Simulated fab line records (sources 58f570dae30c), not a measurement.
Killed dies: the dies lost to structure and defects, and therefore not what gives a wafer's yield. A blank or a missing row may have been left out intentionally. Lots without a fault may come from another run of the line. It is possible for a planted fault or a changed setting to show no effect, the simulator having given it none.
Split-lot study / flow berkeley-cmos170 / on a route of 331 steps: 5 lots, 23 wafers read

ON THE SPLIT
At UCB170_ACTIVE_CVD_05 (deposits Si3N4 from SiH2Cl2/NH3, target thk 220 nm, time 3300 s), the setting time-s was moved away from the recipe's 3300 s on 15 of the 23 wafers read, by -14.4% to +6.6%. For the rest of the wafers, this setting stayed at what the recipe calls for.

No step appears in the file between the split and the reading.

THE READING
Values of ACTIVE_NITRIDE_THK in nm from UCB170_ACTIVE_THK_MEAS_06. On this fab line, fault-free wafers typically give 221.7 nm with a standard deviation of 2.4 nm.

wafer=L075.1; tool, chamber at the split=-, -; time-s as run, s=2912; against the recipe=-11.8%; ACTIVE_NITRIDE_THK, nm=193.8; against lot-mates on the recipe=no lot-mate on the recipe
wafer=L075.2; tool, chamber at the split=-, -; time-s as run, s=2912; against the recipe=-11.8%; ACTIVE_NITRIDE_THK, nm=194.0; against lot-mates on the recipe=no lot-mate on the recipe
wafer=L075.4; tool, chamber at the split=-, -; time-s as run, s=2912; against the recipe=-11.8%; ACTIVE_NITRIDE_THK, nm=192.2; against lot-mates on the recipe=no lot-mate on the recipe
wafer=L075.5; tool, chamber at the split=-, -; time-s as run, s=2912; against the recipe=-11.8%; ACTIVE_NITRIDE_THK, nm=193.5; against lot-mates on the recipe=no lot-mate on the recipe
wafer=L075.6; tool, chamber at the split=-, -; time-s as run, s=2912; against the recipe=-11.8%; ACTIVE_NITRIDE_THK, nm=193.4; against lot-mates on the recipe=no lot-mate on the recipe
wafer=L080.1; tool, chamber at the split=-, -; time-s as run, s=3519; against the recipe=+6.6%; ACTIVE_NITRIDE_THK, nm=236.9; against lot-mates on the recipe=no lot-mate on the recipe
wafer=L080.2; tool, chamber at the split=-, -; time-s as run, s=3519; against the recipe=+6.6%; ACTIVE_NITRIDE_THK, nm=239.6; against lot-mates on the recipe=no lot-mate on the recipe
wafer=L080.4; tool, chamber at the split=-, -; time-s as run, s=3519; against the recipe=+6.6%; ACTIVE_NITRIDE_THK, nm=237.3; against lot-mates on the recipe=no lot-mate on the recipe
wafer=L080.5; tool, chamber at the split=-, -; time-s as run, s=3519; against the recipe=+6.6%; ACTIVE_NITRIDE_THK, nm=239.1; against lot-mates on the recipe=no lot-mate on the recipe
wafer=L080.6; tool, chamber at the split=-, -; time-s as run, s=3519; against the recipe=+6.6%; ACTIVE_NITRIDE_THK, nm=236.4; against lot-mates on the recipe=no lot-mate on the recipe
wafer=L081.1; tool, chamber at the split=-, -; time-s as run, s=3300; against the recipe=recipe; ACTIVE_NITRIDE_THK, nm=221.2; against lot-mates on the recipe=-
wafer=L081.2; tool, chamber at the split=-, -; time-s as run, s=3300; against the recipe=recipe; ACTIVE_NITRIDE_THK, nm=222.9; against lot-mates on the recipe=-
wafer=L081.3; tool, chamber at the split=-, -; time-s as run, s=3300; against the recipe=recipe; ACTIVE_NITRIDE_THK, nm=222.6; against lot-mates on the recipe=-
wafer=L081.4; tool, chamber at the split=-, -; time-s as run, s=3300; against the recipe=recipe; ACTIVE_NITRIDE_THK, nm=222.7; against lot-mates on the recipe=-
wafer=L081.5; tool, chamber at the split=-, -; time-s as run, s=3300; against the recipe=recipe; ACTIVE_NITRIDE_THK, nm=219.7; against lot-mates on the recipe=-
wafer=L085.1; tool, chamber at the split=-, -; time-s as run, s=2825; against the recipe=-14.4%; ACTIVE_NITRIDE_THK, nm=190.3; against lot-mates on the recipe=no lot-mate on the recipe
wafer=L085.3; tool, chamber at the split=-, -; time-s as run, s=2825; against the recipe=-14.4%; ACTIVE_NITRIDE_THK, nm=190.1; against lot-mates on the recipe=no lot-mate on the recipe
wafer=L085.4; tool, chamber at the split=-, -; time-s as run, s=2825; against the recipe=-14.4%; ACTIVE_NITRIDE_THK, nm=189.2; against lot-mates on the recipe=no lot-mate on the recipe
wafer=L085.5; tool, chamber at the split=-, -; time-s as run, s=2825; against the recipe=-14.4%; ACTIVE_NITRIDE_THK, nm=190.7; against lot-mates on the recipe=no lot-mate on the recipe
wafer=L085.6; tool, chamber at the split=-, -; time-s as run, s=2825; against the recipe=-14.4%; ACTIVE_NITRIDE_THK, nm=190.2; against lot-mates on the recipe=no lot-mate on the recipe
wafer=L083.3; tool, chamber at the split=lpcvd-01, 1; time-s as run, s=3300; against the recipe=recipe; ACTIVE_NITRIDE_THK, nm=226.4; against lot-mates on the recipe=-
wafer=L083.4; tool, chamber at the split=lpcvd-01, 1; time-s as run, s=3300; against the recipe=recipe; ACTIVE_NITRIDE_THK, nm=225.3; against lot-mates on the recipe=-
wafer=L083.5; tool, chamber at the split=lpcvd-01, 1; time-s as run, s=3300; against the recipe=recipe; ACTIVE_NITRIDE_THK, nm=226.6; against lot-mates on the recipe=-

FIT RESULTS
A straight line over all 23 wafers: ACTIVE_NITRIDE_THK changes by +2.35 nm for each +1% of time-s; r = +1.00; the points scatter about the line by 2 nm.
Too few moved wafers with a lot-mate on the recipe to fit a line net of each lot's own level.

THE WHOLE CHAIN: every reading that the file lists as answering this split, in the file's order
step=UCB170_ACTIVE_CVD_05; what it does=deposits Si3N4 from SiH2Cl2/NH3, target thk 220 nm, time 3300 s; reading=Si3N4_of_ACTIVE_CVD_05.thk-nm (the simulator's own value, which no gauge read); change (the file's fit)=+2.34 nm for each +1% of the setting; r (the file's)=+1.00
step=UCB170_ACTIVE_THK_MEAS_06; what it does=; reading=ACTIVE_NITRIDE_THK; change (the file's fit)=+2.35 for each +1% of the setting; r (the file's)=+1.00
step=UCB170_ACTIVE_ETCH_15; what it does=etches Si3N4 in CH3F/Ar/O2, stops on SiO2, target depth 242 nm, time 151 s; reading=etch.depth-nm (the simulator's own value, which no gauge read); change (the file's fit)=+2.41 nm for each +1% of the setting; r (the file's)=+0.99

THE FILE'S OWN FIT
ACTIVE_NITRIDE_THK changes by +2.35 nm for each +1% of time-s, r = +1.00.
